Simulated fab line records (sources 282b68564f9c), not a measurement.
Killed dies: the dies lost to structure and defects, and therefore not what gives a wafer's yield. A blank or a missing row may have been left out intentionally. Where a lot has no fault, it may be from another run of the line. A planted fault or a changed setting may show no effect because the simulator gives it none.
Lot-split experiment / flow rit-cmos / 5 lots, 23 wafers read, on a route of 202 steps

## THE SPLIT
At RIT_PLDD_COAT_01 (resist thk 1000 nm), the setting resist-thk-nm was moved away from the recipe's 1000 nm on 7 of the 23 wafers read, by -5.4% to +3.5%. This setting was run at the recipe's value on the other wafers.

## FROM THE SPLIT TO THE READING: what the file shows between them, 3 steps
- RIT_PLDD_SOFTBAKE_02: time 60 s
- RIT_PLDD_EXPOSE_03: exposes mask M8, target cd 40900 nm
- RIT_PLDD_DEVELOP_05: develop time 50 s

## THE READING
NOVOLAK_of_PLDD_COAT_01.thk-nm (the simulator's own value, which no gauge read), in nm, at RIT_PLDD_HARDBAKE_07 (time 60 s). No usual value for it is given in the file. Here, 16 wafers ran the recipe; their average is 884.5 nm with a standard deviation of 1.9 nm.

wafer=L074.2; tool, chamber at the split=litho-track-02, 0; resist-thk-nm as run, nm=1000; against the recipe=recipe; NOVOLAK_of_PLDD_COAT_01.thk-nm, nm=887.2; against lot-mates on the recipe=-
wafer=L074.3; tool, chamber at the split=litho-track-02, 0; resist-thk-nm as run, nm=984.4; against the recipe=-1.6%; NOVOLAK_of_PLDD_COAT_01.thk-nm, nm=874.7; against lot-mates on the recipe=-12.4
wafer=L074.4; tool, chamber at the split=litho-track-02, 0; resist-thk-nm as run, nm=984.4; against the recipe=-1.6%; NOVOLAK_of_PLDD_COAT_01.thk-nm, nm=874.4; against lot-mates on the recipe=-12.7
wafer=L074.5; tool, chamber at the split=litho-track-02, 0; resist-thk-nm as run, nm=1000; against the recipe=recipe; NOVOLAK_of_PLDD_COAT_01.thk-nm, nm=888.6; against lot-mates on the recipe=-
wafer=L074.6; tool, chamber at the split=litho-track-02, 0; resist-thk-nm as run, nm=1000; against the recipe=recipe; NOVOLAK_of_PLDD_COAT_01.thk-nm, nm=885.6; against lot-mates on the recipe=-
wafer=L077.1; tool, chamber at the split=litho-track-03, 0; resist-thk-nm as run, nm=1000; against the recipe=recipe; NOVOLAK_of_PLDD_COAT_01.thk-nm, nm=884.2; against lot-mates on the recipe=-
wafer=L077.2; tool, chamber at the split=litho-track-03, 0; resist-thk-nm as run, nm=946.2; against the recipe=-5.4%; NOVOLAK_of_PLDD_COAT_01.thk-nm, nm=836.1; against lot-mates on the recipe=-47.9
wafer=L077.3; tool, chamber at the split=litho-track-03, 0; resist-thk-nm as run, nm=946.2; against the recipe=-5.4%; NOVOLAK_of_PLDD_COAT_01.thk-nm, nm=836.6; against lot-mates on the recipe=-47.4
wafer=L077.4; tool, chamber at the split=litho-track-03, 0; resist-thk-nm as run, nm=946.2; against the recipe=-5.4%; NOVOLAK_of_PLDD_COAT_01.thk-nm, nm=837.2; against lot-mates on the recipe=-46.8
wafer=L077.6; tool, chamber at the split=litho-track-03, 0; resist-thk-nm as run, nm=1000; against the recipe=recipe; NOVOLAK_of_PLDD_COAT_01.thk-nm, nm=883.7; against lot-mates on the recipe=-
wafer=L078.2; tool, chamber at the split=litho-track-02, 0; resist-thk-nm as run, nm=1000; against the recipe=recipe; NOVOLAK_of_PLDD_COAT_01.thk-nm, nm=885.3; against lot-mates on the recipe=-
wafer=L078.3; tool, chamber at the split=litho-track-02, 0; resist-thk-nm as run, nm=1000; against the recipe=recipe; NOVOLAK_of_PLDD_COAT_01.thk-nm, nm=883.4; against lot-mates on the recipe=-
wafer=L078.4; tool, chamber at the split=litho-track-02, 0; resist-thk-nm as run, nm=1000; against the recipe=recipe; NOVOLAK_of_PLDD_COAT_01.thk-nm, nm=886.1; against lot-mates on the recipe=-
wafer=L081.1; tool, chamber at the split=litho-track-02, 0; resist-thk-nm as run, nm=1035; against the recipe=+3.5%; NOVOLAK_of_PLDD_COAT_01.thk-nm, nm=913.7; against lot-mates on the recipe=+31.9
wafer=L081.2; tool, chamber at the split=litho-track-02, 0; resist-thk-nm as run, nm=1000; against the recipe=recipe; NOVOLAK_of_PLDD_COAT_01.thk-nm, nm=881.5; against lot-mates on the recipe=-
wafer=L081.4; tool, chamber at the split=litho-track-02, 0; resist-thk-nm as run, nm=1000; against the recipe=recipe; NOVOLAK_of_PLDD_COAT_01.thk-nm, nm=881.8; against lot-mates on the recipe=-
wafer=L081.5; tool, chamber at the split=litho-track-02, 0; resist-thk-nm as run, nm=1035; against the recipe=+3.5%; NOVOLAK_of_PLDD_COAT_01.thk-nm, nm=915.9; against lot-mates on the recipe=+34.1
wafer=L081.6; tool, chamber at the split=litho-track-02, 0; resist-thk-nm as run, nm=1000; against the recipe=recipe; NOVOLAK_of_PLDD_COAT_01.thk-nm, nm=882; against lot-mates on the recipe=-
wafer=L083.1; tool, chamber at the split=litho-track-03, 0; resist-thk-nm as run, nm=1000; against the recipe=recipe; NOVOLAK_of_PLDD_COAT_01.thk-nm, nm=884.4; against lot-mates on the recipe=-
wafer=L083.2; tool, chamber at the split=litho-track-03, 0; resist-thk-nm as run, nm=1000; against the recipe=recipe; NOVOLAK_of_PLDD_COAT_01.thk-nm, nm=883.9; against lot-mates on the recipe=-
wafer=L083.3; tool, chamber at the split=litho-track-03, 0; resist-thk-nm as run, nm=1000; against the recipe=recipe; NOVOLAK_of_PLDD_COAT_01.thk-nm, nm=882.6; against lot-mates on the recipe=-
wafer=L083.5; tool, chamber at the split=litho-track-03, 0; resist-thk-nm as run, nm=1000; against the recipe=recipe; NOVOLAK_of_PLDD_COAT_01.thk-nm, nm=886.2; against lot-mates on the recipe=-
wafer=L083.6; tool, chamber at the split=litho-track-03, 0; resist-thk-nm as run, nm=1000; against the recipe=recipe; NOVOLAK_of_PLDD_COAT_01.thk-nm, nm=884.9; against lot-mates on the recipe=-

FIT RESULTS
A straight line over all 23 wafers: NOVOLAK_of_PLDD_COAT_01.thk-nm changes by +8.76 nm for each +1% of resist-thk-nm; r = +0.99; the points scatter about the line by 2.1 nm.
The same after taking each lot's own level away (the mean of its wafers on the recipe; 23 wafers): +8.94 nm for each +1%; r = +1.00; scatter 1.1 nm.
According to that fit, moving resist-thk-nm by its largest amount changes the reading by 48 nm.
The lots' own levels span 881.77 to 887.13 nm, that is 2.8 times the standard deviation above.
So the lot-to-lot level changes the slope little: the two slopes agree.
Check: -47.7 nm against its lot-mates is what the line predicts for one of the wafers moved furthest among these (-5.4%) when that wafer is left out of the fit. It came out at -47.9 nm against them.

## THE OTHER SPLITS THESE WAFERS WENT THROUGH
Before the reading, these wafers also passed through other splits. Each is held against what the fit with the lots' levels taken away leaves over:
other split on the same wafers=RIT_ACTIVE_CVD_03 nh3-flow-sccm; wafers away from the commonest value=10; r with NOVOLAK_of_PLDD_COAT_01.thk-nm (lot level and that fit taken away)=+0.14
other split on the same wafers=RIT_ACTIVE_ETCH_13 pressure-mtorr; wafers away from the commonest value=18; r with NOVOLAK_of_PLDD_COAT_01.thk-nm (lot level and that fit taken away)=-0.05
other split on the same wafers=RIT_FOX2_OXIDATION_00 ox-time-s; wafers away from the commonest value=15; r with NOVOLAK_of_PLDD_COAT_01.thk-nm (lot level and that fit taken away)=+0.06
other split on the same wafers=RIT_NWELL_IMPLANT_08 energy-kev; wafers away from the commonest value=7; r with NOVOLAK_of_PLDD_COAT_01.thk-nm (lot level and that fit taken away)=-0.24
other split on the same wafers=RIT_NRETRO_COAT_01 resist-thk-nm; wafers away from the commonest value=11; r with NOVOLAK_of_PLDD_COAT_01.thk-nm (lot level and that fit taken away)=-0.03
other split on the same wafers=RIT_NRETRO_SOFTBAKE_02 temp-c; wafers away from the commonest value=8; r with NOVOLAK_of_PLDD_COAT_01.thk-nm (lot level and that fit taken away)=-0.28
other split on the same wafers=RIT_NLDD_COAT_01 spin-rpm; wafers away from the commonest value=6; r with NOVOLAK_of_PLDD_COAT_01.thk-nm (lot level and that fit taken away)=+0.32

## THE WHOLE CHAIN: every reading that the file lists as answering this split, in the file's order
step=RIT_PLDD_COAT_01; what it does=resist thk 1000 nm; reading=NOVOLAK_of_PLDD_COAT_01.thk-nm (the simulator's own value, which no gauge read); change (the file's fit)=+10.2 nm for each +1% of the setting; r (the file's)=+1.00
step=RIT_PLDD_HARDBAKE_07; what it does=time 60 s; reading=NOVOLAK_of_PLDD_COAT_01.thk-nm (the simulator's own value, which no gauge read); change (the file's fit)=+8.93 nm for each +1% of the setting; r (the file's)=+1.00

## FILE'S OWN FIT
NOVOLAK_of_PLDD_COAT_01.thk-nm changes by +8.93 nm for each +1% of resist-thk-nm, r = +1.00.
